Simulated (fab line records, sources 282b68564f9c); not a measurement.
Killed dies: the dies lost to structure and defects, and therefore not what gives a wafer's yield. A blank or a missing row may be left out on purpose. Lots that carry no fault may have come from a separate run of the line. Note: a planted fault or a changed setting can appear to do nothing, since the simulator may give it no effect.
A struck lot beside a sound one ; flow rit-cmos ; 15 steps out of a route of 202
Sound: the wafers L341.1, L341.4, L341.5. The struck wafers were L351.1, L351.4, L351.6. The cause is given at the end.
Order at every step that has rows: each side's tool, ch and its chambers, its first start. Under that, the readings that differ: sound wafers ; struck wafers ; difference of the means ; sigmas: that difference in standard deviations of wafers without a fault.
alike: same words and numbers on both sides, and readings whose means sit less than 2 such deviations apart. not compared: any withheld reading, any reading some wafer has no value for, any bound like >300 that may hide the same value, and any number with overlapping values for which the record gives no deviation.
Wherever a step has rows on one side only, a row that says differs or no value, or a row with sigmas, the two part there. Non-overlapping numbers with no deviation appear without sigmas and do not part them. A reading that every wafer of one side lacks parts them only if that side has two wafers or more.

RIT_FOX1_THK_MEAS_01:
  sound on film-metro-04 at day 2 17:09; struck on film-metro-04 at day 4 17:40
  alike: FOX1_OXIDE_THK
then, 2 steps without rows for these wafers: RIT_FOX1_WET_ETCH_02 (etches SiO2 in BOE, target depth 350 nm, time 390 s); RIT_FOX2_OXIDATION_00 (target thk 350.7 nm, ox time 1130 s).
RIT_FOX2_THK_MEAS_01:
  sound on film-metro-02 at day 2 20:20; struck on film-metro-01 at day 4 19:10
  alike: FOX2_OXIDE_THK
then, 2 steps without rows for these wafers: RIT_FOX2_CLEAN_02 (cleans in dHF, time 180 s); RIT_FOX2_WET_ETCH_03 (etches Si3N4 in H3PO4, target depth 195 nm, time 2700 s).
RIT_FOX2_THK_MEAS_90:
  sound on film-metro-01 at day 2 21:13; struck on film-metro-03 at day 4 20:03
  alike: FIELD_OXIDE_LEFT_1_THK
then, 5 steps without rows for these wafers: RIT_NWELL_HMDS_00 (prime time 60 s); RIT_NWELL_COAT_01 (resist thk 1300 nm); RIT_NWELL_SOFTBAKE_02 (time 60 s); RIT_NWELL_EXPOSE_03 (exposes mask M2, target cd 43900 nm); RIT_NWELL_PEB_04.
RIT_NWELL_DEVELOP_05: develop time 68 s.
  sound on litho-track-02 ch 0, day 2 21:00; struck on litho-track-02 ch 0, day 4 20:00
reading;sound;struck;difference;sigmas
developer-temp-C (C);22.93 22.95 22.96;23.94 23.87 23.86;+0.94;+10
RIT_NWELL_OVL_MEAS_06:
  sound on overlay-01 at day 2 22:10; struck on overlay-01 at day 4 21:07
  alike: NWELL_OVL
RIT_M1_PROBE_99:
  sound on prober-02 at day 4 13:25; struck on prober-02 at day 6 12:59
  alike: killed_at_M0_to_M3, killed-at-contacts, killed-at-front-end, killed-dies, killed-open, killed-short

WHERE THEY PART
Only at RIT_NWELL_DEVELOP_05, within this record. Later steps at which nothing parts them and some readings are alike: RIT_NWELL_OVL_MEAS_06, RIT_M1_PROBE_99.

WHY: the cause the simulator had injected
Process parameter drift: litho-track-02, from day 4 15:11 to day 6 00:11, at RIT_NWELL_DEVELOP_05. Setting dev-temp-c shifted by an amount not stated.
